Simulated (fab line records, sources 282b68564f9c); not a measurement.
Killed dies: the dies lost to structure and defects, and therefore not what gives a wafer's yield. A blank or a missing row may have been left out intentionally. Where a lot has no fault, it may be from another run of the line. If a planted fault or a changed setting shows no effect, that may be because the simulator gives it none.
A sampling plan put to the test	flow ritCmos	one line in one fab, 33 faults in these records, each fault weighed on the records of the lots it struck
What counts as the plan is the set of the line's own looks, namely the steps on the route at which a gauge or an inspection reads a wafer and does not change it. A look is open to judgement when struck wafers have a number at it and the file gives its usual mean and standard deviation on fault-free wafers. Caught: at a look after the fault's first step, the mean of the struck wafers lies 4 or more of those standard deviations (sigma) from the usual mean. On the tool: the same test on the tool's own readings at the fault's steps. It also counts as caught if the struck wafers ran another recipe or if their record alone is blank.

== THE FAULTS, as the simulator had put them in ==
1. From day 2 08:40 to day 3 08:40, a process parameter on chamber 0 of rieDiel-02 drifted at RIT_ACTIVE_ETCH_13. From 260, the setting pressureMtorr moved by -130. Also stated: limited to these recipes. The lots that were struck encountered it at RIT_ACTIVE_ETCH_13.
2. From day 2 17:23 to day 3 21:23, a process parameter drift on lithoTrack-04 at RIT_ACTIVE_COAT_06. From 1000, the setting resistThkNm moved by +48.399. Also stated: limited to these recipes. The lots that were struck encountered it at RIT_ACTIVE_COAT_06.
3. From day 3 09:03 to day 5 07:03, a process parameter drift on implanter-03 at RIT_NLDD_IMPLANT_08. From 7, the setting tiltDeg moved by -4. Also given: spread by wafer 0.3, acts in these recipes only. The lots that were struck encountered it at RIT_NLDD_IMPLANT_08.
4. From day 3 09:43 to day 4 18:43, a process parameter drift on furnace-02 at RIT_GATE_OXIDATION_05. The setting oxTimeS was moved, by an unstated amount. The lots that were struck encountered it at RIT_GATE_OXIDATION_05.
5. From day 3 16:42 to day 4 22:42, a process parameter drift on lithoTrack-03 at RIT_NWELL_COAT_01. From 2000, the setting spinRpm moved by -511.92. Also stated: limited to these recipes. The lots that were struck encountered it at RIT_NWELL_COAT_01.
6. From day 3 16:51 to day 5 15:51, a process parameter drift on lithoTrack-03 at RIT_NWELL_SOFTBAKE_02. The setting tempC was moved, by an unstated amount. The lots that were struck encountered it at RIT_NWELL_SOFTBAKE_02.
7. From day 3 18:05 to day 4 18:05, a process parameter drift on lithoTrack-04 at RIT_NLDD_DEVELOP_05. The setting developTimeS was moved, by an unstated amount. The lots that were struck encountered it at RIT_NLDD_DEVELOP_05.
8. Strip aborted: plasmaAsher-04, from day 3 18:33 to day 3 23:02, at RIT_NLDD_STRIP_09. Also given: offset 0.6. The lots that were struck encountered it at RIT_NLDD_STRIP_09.
9. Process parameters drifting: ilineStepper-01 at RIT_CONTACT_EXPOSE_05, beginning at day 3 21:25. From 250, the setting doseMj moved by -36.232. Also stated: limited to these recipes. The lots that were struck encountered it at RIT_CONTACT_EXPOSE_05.
10. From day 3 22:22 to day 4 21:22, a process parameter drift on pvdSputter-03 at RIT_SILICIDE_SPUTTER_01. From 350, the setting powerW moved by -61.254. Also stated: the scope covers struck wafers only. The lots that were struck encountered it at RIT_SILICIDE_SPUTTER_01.
11. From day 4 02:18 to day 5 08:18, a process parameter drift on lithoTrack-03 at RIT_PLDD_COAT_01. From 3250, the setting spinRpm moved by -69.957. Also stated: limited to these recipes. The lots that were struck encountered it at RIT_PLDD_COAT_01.
12. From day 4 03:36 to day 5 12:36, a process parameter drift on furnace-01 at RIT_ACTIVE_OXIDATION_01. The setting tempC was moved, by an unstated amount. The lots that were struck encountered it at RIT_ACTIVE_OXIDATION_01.
13. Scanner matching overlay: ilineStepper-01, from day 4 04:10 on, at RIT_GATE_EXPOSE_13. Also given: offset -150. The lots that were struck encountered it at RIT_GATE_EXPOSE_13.
14. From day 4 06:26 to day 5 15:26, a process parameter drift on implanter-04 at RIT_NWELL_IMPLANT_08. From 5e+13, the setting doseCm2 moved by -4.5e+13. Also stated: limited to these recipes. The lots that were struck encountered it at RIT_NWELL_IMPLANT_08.
15. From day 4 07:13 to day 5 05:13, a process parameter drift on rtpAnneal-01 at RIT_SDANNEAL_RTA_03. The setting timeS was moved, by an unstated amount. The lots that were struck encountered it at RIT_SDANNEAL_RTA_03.
16. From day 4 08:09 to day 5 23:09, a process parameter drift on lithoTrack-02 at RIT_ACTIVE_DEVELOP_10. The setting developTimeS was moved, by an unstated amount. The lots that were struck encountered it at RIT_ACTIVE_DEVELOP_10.
17. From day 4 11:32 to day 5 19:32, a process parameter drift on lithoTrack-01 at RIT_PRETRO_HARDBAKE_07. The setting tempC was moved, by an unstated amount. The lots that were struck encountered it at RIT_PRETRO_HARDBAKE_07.
18. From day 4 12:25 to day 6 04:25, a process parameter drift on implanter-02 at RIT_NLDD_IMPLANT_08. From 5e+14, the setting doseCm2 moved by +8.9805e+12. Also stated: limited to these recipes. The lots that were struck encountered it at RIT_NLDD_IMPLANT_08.
19. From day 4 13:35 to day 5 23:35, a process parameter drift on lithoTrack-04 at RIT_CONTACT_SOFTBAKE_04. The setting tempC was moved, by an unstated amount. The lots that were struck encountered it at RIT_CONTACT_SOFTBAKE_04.
20. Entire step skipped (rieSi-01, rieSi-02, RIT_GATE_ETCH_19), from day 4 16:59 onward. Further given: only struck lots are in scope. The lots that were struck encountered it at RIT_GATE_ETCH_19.
21. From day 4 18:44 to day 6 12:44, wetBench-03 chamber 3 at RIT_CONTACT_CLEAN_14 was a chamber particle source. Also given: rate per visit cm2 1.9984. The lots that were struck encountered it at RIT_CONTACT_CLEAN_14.
22. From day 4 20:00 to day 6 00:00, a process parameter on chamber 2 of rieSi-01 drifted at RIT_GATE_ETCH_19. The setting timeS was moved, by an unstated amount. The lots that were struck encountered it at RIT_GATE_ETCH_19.
23. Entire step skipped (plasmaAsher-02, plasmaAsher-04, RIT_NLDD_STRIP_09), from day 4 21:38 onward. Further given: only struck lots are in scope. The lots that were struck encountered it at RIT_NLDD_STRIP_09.
24. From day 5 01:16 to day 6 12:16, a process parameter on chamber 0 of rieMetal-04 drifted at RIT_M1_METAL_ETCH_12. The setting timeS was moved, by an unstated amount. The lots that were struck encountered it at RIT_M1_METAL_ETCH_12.
25. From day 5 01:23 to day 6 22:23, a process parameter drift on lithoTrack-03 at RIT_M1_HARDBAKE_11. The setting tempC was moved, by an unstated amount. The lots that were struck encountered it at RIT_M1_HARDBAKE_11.
26. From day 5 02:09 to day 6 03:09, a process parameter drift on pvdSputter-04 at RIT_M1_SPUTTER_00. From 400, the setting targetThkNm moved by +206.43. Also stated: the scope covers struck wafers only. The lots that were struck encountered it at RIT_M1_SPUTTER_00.
27. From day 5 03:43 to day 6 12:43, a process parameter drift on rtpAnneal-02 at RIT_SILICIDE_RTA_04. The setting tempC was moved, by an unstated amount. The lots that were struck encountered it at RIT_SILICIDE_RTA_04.
28. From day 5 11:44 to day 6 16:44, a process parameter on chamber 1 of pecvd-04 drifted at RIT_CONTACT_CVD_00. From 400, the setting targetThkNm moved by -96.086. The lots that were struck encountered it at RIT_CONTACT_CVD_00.
29. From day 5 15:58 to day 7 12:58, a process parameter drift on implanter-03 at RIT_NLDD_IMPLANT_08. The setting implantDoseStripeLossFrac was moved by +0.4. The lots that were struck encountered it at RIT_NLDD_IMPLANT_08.
30. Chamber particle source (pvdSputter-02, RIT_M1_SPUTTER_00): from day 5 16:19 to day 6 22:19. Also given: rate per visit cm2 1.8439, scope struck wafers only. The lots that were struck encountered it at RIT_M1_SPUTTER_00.
31. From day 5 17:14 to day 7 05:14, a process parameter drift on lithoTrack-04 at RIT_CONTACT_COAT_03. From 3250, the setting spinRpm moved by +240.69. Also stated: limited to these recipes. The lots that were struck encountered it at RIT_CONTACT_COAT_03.
32. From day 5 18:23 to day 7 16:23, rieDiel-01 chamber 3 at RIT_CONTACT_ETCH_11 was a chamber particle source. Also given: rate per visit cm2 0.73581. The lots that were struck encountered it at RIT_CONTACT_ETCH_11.
33. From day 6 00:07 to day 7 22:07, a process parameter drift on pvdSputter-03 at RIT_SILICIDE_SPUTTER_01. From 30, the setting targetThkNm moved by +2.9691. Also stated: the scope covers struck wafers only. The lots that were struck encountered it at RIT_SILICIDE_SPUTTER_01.

== WHAT THE PLAN SAW ==
fault	on the tool itself	first look that catches it	reading, sigma	median hours from its first step to that look	hours from the fault's start to the first struck lot there	judged looks passed uncaught
1	chamberPressureMTorr -99 or beyond sigma	no look after it can be judged	-	-	-	0
2	no reading that can be judged	not the one look that can be judged after it	-	-	-	1
3	under 2 sigma	RIT_NLDD_TW_MEAS_10	NLDD_TW -7.5	0.3	5	0
4	under 2 sigma	RIT_GATE_THK_MEAS_07	GATE_OXIDE_THK +26	1.3	17	0
5	spinSpeedRpm -99 or beyond sigma	not the one look that can be judged after it	-	-	-	1
6	heaterPowerTotalW -26 sigma	not the one look that can be judged after it	-	-	-	1
7	under 2 sigma	RIT_NLDD_TW_MEAS_10	NLDD_TW -99 or beyond	0.9	5	0
8	runLengthS -99 or beyond sigma	RIT_PLDD_TW_MEAS_10	PLDD_TW -99 or beyond	1.7	6	0
9	exposureDoseMJCm2 -67 sigma	RIT_CONTACT_CD_MEAS_08	cdNm -18	0.5	3	0
10	cathodeDcPowerW -99 or beyond sigma	RIT_SILICIDE_RS_MEAS_02	SILICIDE_TI_RS +17	0.2	4	0
11	spinSpeedRpm -33 sigma	not the one look that can be judged after it	-	-	-	1
12	tubeCenterTempC +99 or beyond sigma	RIT_ACTIVE_THK_MEAS_02	ACTIVE_OXIDE_THK +7.4	1.9	7	0
13	no reading that can be judged	RIT_GATE_OVL_MEAS_17	GATE_OVL -99 or beyond	0.5	6	0
14	doseIonsCm2 -99 or beyond sigma	RIT_NWELL_TW_MEAS_10	NWELL_TW -87	0.3	3	0
15	under 2 sigma	RIT_SDANNEAL_RS_MEAS_04	PSD_RS -60	0.2	5	0
16	no reading that can be judged	RIT_ACTIVE_CD_MEAS_11	cdNm -8.8	0.4	5	0
17	heaterPowerTotalW +75 sigma	no look after it can be judged	-	-	-	0
18	doseIonsCm2 +17 sigma	RIT_SDANNEAL_RS_MEAS_07	NLDD_RS -4.6	8.1	10	1
19	heaterPowerTotalW +35 sigma	not the one look that can be judged after it	-	-	-	1
20	the tool's record is blank for the struck wafers	no look after it can be judged	-	-	-	0
21	no reading that can be judged	no look after it can be judged	-	-	-	0
22	runLengthS +99 or beyond sigma	no look after it can be judged	-	-	-	0
23	the tool's record is blank for the struck wafers	RIT_PLDD_TW_MEAS_10	PLDD_TW -99 or beyond	1.6	4	0
24	runLengthS -99 or beyond sigma	not the one look that can be judged after it	strongest: cdNm at RIT_M1_CD_MEAS_90, +3.5	-	-	1
25	heaterPowerTotalW -28 sigma	no look after it can be judged	-	-	-	0
26	under 2 sigma	RIT_M1_RS_MEAS_01	M1_AL_RS -35	0.3	5	0
27	under 2 sigma	none of the 8 looks that can be judged after it	-	-	-	8
28	under 2 sigma	RIT_CONTACT_THK_MEAS_01	CONTACT_TEOS_THK -18	0.1	8	0
29	no reading that can be judged	RIT_NLDD_TW_MEAS_10	NLDD_TW -11	0.3	5	0
30	under 2 sigma	no look after it can be judged	-	-	-	0
31	spinSpeedRpm +99 or beyond sigma	none of the 2 looks that can be judged after it	-	-	-	2
32	under 2 sigma	not the one look that can be judged after it	-	-	-	1
33	under 2 sigma	RIT_SILICIDE_RS_MEAS_02	SILICIDE_TI_RS -6.8	0.2	5	0
Dash: fault not caught, or number not given in these records.

Caught at a look: 17 of 33. Caught on the tool: 18 of 33. By one or the other: 28 of 33.
Faults 1, 5, 6, 11, 17, 19, 20, 22, 24, 25, 31 were caught on the tool alone.
Caught at a look alone: faults 3, 4, 7, 13, 15, 16, 26, 28, 29, 33.
Caught by neither: faults 2, 21, 27, 30, 32.

== THINNER SAMPLING ==
If the look that catches a fault measured only every second or every third lot, by lot number, the first struck lot would be measured this late in the worst case:
fault	struck lots at that look, in order of time	every lot	every second lot	every third lot
3	L332	5 h	may miss it	may miss it
4	L448, L450	17 h	may miss all 2	may miss all 2
7	L529, L532	5 h	21 h	may miss all 2
8	L899	6 h	may miss it	may miss it
9	L798, L799	3 h	7 h	may miss all 2
10	L444	4 h	may miss it	may miss it
12	L474, L476, L478	7 h	may miss all 3	26 h
13	L541, L548	6 h	41 h	may miss all 2
14	L122, L123	3 h	8 h	may miss all 2
15	L729, L731	5 h	may miss all 2	may miss all 2
16	L478, L483	5 h	29 h	may miss all 2
18	L328, L329	10 h	15 h	may miss all 2
23	L270, L271, L272	4 h	10 h	15 h
26	L953, L955	5 h	may miss all 2	may miss all 2
28	L552, L555	8 h	23 h	may miss all 2
29	L130, L131	5 h	10 h	may miss all 2
33	L164, L166	5 h	may miss all 2	may miss all 2
Hours: fault start to first struck lot measured. 4 sigma limit: tested on the pooled struck wafers, so a lone lot may be under it. Other struck lots may not be in these records.

== THE LONGEST TIMED WAY FROM STEP TO LOOK ==
Fault 18: a median of 8.1 hours passes between RIT_NLDD_IMPLANT_08 and RIT_SDANNEAL_RS_MEAS_07. The look between them that can be judged stayed within 4 sigma: RIT_NSD_TW_MEAS_10.
